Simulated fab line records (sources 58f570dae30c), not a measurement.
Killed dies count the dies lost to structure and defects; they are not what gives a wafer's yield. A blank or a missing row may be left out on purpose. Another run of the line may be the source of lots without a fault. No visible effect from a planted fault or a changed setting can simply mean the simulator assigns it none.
A struck lot beside a sound one ; flow berkeley-cmos170 ; 15 steps out of a route of 331
Sound: wafers L701.1, L701.2, L701.4. Struck: wafer L706.1 (left out: L706.2, L706.4 of the same lot, which were not struck); the cause appears at the end.
At each step with rows: each side's tool, then ch and its chambers, then its first start. Under that, the readings that differ: sound wafers ; struck wafers ; difference of the means ; sigmas: that difference in standard deviations of wafers without a fault.
alike: same words and numbers on both sides, and readings whose means sit less than 2 such deviations apart. not compared: any withheld reading, any reading some wafer has no value for, any bound like >300 that may hide the same value, and any number with overlapping values for which the record gives no deviation.
Wherever a step has rows on one side only, a row that says differs or no value, or a row with sigmas, the two part there. Numbers that have no deviation but don't overlap get no sigmas and don't part them. A reading missing from all wafers of one side parts the sides only when that side holds two or more wafers.

first, 5 steps without rows for these wafers: UCB170_M1_COAT_04 (resist thk 900 nm); UCB170_M1_SOFTBAKE_05 (time 60 s); UCB170_M1_EXPOSE_06 (exposes mask METAL1, target cd 700 nm); UCB170_M1_PEB_07; UCB170_M1_DEVELOP_08 (develop time 45 s).
UCB170_M1_CD_MEAS_09: the cd target is 700 nm.
  sound on cd-sem-01, day 9 16:53; struck on cd-sem-01, day 11 08:00
  alike: cd-nm
UCB170_M1_OVL_MEAS_10:
  sound on overlay-02, day 9 17:00; struck on overlay-01, day 11 08:07
  alike: M1_OVL
UCB170_M1_ETCH_11: etches BARC in N2/H2.
  sound on rie-diel-04 ch 0,1,2, day 9 17:02; struck on rie-diel-03 ch 3, day 11 08:09
reading;sound;struck;difference;sigmas
throttle-valve-pct (%);13.28 13.22 13.13;13.48;+0.27;+2
  alike: drypump-motor-current-A, h2-flow-sccm, oes-product-au
UCB170_M1_METAL_ETCH_12: etches Al in Cl2/BCl3, stops on PSG, target depth 780 nm, time 130 s.
  sound on rie-metal-04 ch 0,1, day 9 17:05; struck on rie-metal-02 ch 0, day 11 08:12
  alike: drypump-motor-current-A, oes-product-au, throttle-valve-pct
  not compared: rf-hours-counter-h
UCB170_M1_STRIP_13: strips in O2.
  sound on plasma-asher-03 ch 0,1, day 9 17:13; struck on plasma-asher-01 ch 1, day 11 08:20
  alike: drypump-motor-current-A, oes-product-au
  not compared: rf-hours-counter-h
UCB170_M1_CD_MEAS_90: the cd target is 700 nm.
  sound on cd-sem-01, day 9 17:19; struck on cd-sem-02, day 11 08:27
  alike: cd-nm
then, 1 step without rows for these wafers: UCB170_M1_ANNEAL_14 (time 1200 s).
UCB170_V1_CVD_00: deposits SiO2 from TEOS/O2, target thk 2000 nm, time 250 s.
  sound on pecvd-04 ch 0,2, day 9 19:08; struck on pecvd-04 ch 0, day 11 10:39
reading;sound;struck;difference;sigmas
model.SiO2_of_V1_CVD_00.thk-nm (nm);1965 1976 2024;1312;-676;
  alike: heater-power-w
  not compared: since-wet-clean-h
UCB170_V1_THK_MEAS_01:
  sound on film-metro-01, day 9 19:17; struck on film-metro-03, day 11 10:49
reading;sound;struck;difference;sigmas
V1_TEOS_THK (nm);1965 1976 2023;1311;-677;-29
UCB170_V1_CMP_02: polishes SiO2.
  sound on cmp-02 ch 0,1,2, day 9 19:21; struck on cmp-02 ch 3, day 11 11:05
  alike: motor-current-A, platen-rpm

WHERE THEY PART
Earliest at UCB170_M1_ETCH_11; latest, in this record, at UCB170_V1_THK_MEAS_01. Later steps at which nothing parts them and some readings are alike: UCB170_V1_CMP_02.

WHY: what had been put in by the simulator
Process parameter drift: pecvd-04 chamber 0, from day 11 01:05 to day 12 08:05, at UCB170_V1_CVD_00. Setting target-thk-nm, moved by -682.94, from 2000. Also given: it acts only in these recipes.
